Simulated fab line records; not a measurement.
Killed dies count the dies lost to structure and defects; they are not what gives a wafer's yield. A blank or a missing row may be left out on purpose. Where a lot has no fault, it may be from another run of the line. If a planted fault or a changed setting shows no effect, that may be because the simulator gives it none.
2 desks, one fault || flow rit_cmos || each desk holds nothing but its own numbers, with what lay behind them at the end

## THE TOOL OWNER'S DESK: pecvd-02
The tool's own readings at RIT_CONTACT_CVD_00 (deposits SiO2 from TEOS, target thk 400 nm, time 61 s): means of the sampled wafers that have a number, for each lot that ran on this tool. Marked OUT: a lot whose mean sits more than 4 standard deviations from the usual mean, which makes it out of limits; the brackets give that distance.
Columns: A = heater_power_w at RIT_CONTACT_CVD_00, usual 313 W; B = run_length_s at RIT_CONTACT_CVD_00, usual 88.9 s
{"lot": "L833", "first seen here": "day 5 00:57", "A": 326, "B": "102.9 (+21) OUT"}
{"lot": "L836", "first seen here": "day 5 10:56", "A": 314, "B": "116.4 (+42) OUT"}
This desk's finding: out of limits on L833, L836; first on L833, day 5 00:57 (run_length_s at RIT_CONTACT_CVD_00). In limits: none.

## FROM THE METROLOGY DESK
Means of the sampled wafers that have a number, per lot and without regard to the tool the lot ran on: this is what the gauges read. Marked OUT: a lot whose mean sits more than 4 standard deviations from the usual mean, which makes it out of limits; the brackets give that distance.
Columns: A = PWELL_TW at RIT_PWELL_TW_MEAS_10, usual 955; B = CONTACT_TEOS_THK at RIT_CONTACT_THK_MEAS_01, usual 399 nm
{"lot": "L826", "first seen here": "day 1 23:56", "A": 956, "B": 401}
{"lot": "L827", "first seen here": "day 2 04:11", "A": 959, "B": 401}
{"lot": "L828", "first seen here": "day 2 13:41", "A": 958, "B": 399}
{"lot": "L833", "first seen here": "day 3 13:17", "A": 949, "B": "488 (+19) OUT"}
{"lot": "L834", "first seen here": "day 3 19:30", "A": 957, "B": 400}
{"lot": "L836", "first seen here": "day 4 02:10", "A": 963, "B": "580 (+38) OUT"}
{"lot": "L838", "first seen here": "day 4 13:34", "A": 961, "B": 397}
{"lot": "L840", "first seen here": "day 4 23:23", "A": 961, "B": 399}
{"lot": "L841", "first seen here": "day 5 05:45", "A": 951, "B": 401}
{"lot": "L843", "first seen here": "day 5 13:32", "A": 957, "B": 404}
{"lot": "L844", "first seen here": "day 5 18:08", "A": 956, "B": 399}
{"lot": "L846", "first seen here": "day 6 04:02", "A": 953, "B": 401}
{"lot": "L847", "first seen here": "day 6 08:59", "A": 941, "B": 402}
{"lot": "L849", "first seen here": "day 6 21:37", "A": 949, "B": 397}
This desk finds L833, L836 out of limits, with the earliest case on L833 at day 5 01:00 (CONTACT_TEOS_THK at RIT_CONTACT_THK_MEAS_01). In limits: L826, L827, L828, L834, L838, L840, L841, L843, L844, L846, L847, L849.

## BROUGHT TOGETHER
An alarm could have come from the tool owner's desk at day 5 00:57, on L833, L836.
On L833, L836, the metrology desk was in a position to raise an alarm at day 5 01:00.
Every lot named ran RIT_CONTACT_CVD_00 on pecvd-02.

## WHAT THE SIMULATOR HAD PUT IN
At RIT_CONTACT_CVD_00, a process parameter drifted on pecvd-02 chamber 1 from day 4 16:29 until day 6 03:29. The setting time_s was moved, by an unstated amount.
Shown lots that were struck: L833, L836.
Fault start to first reading out of limits, in hours, per desk: tool owner, 8; metrology, 9.
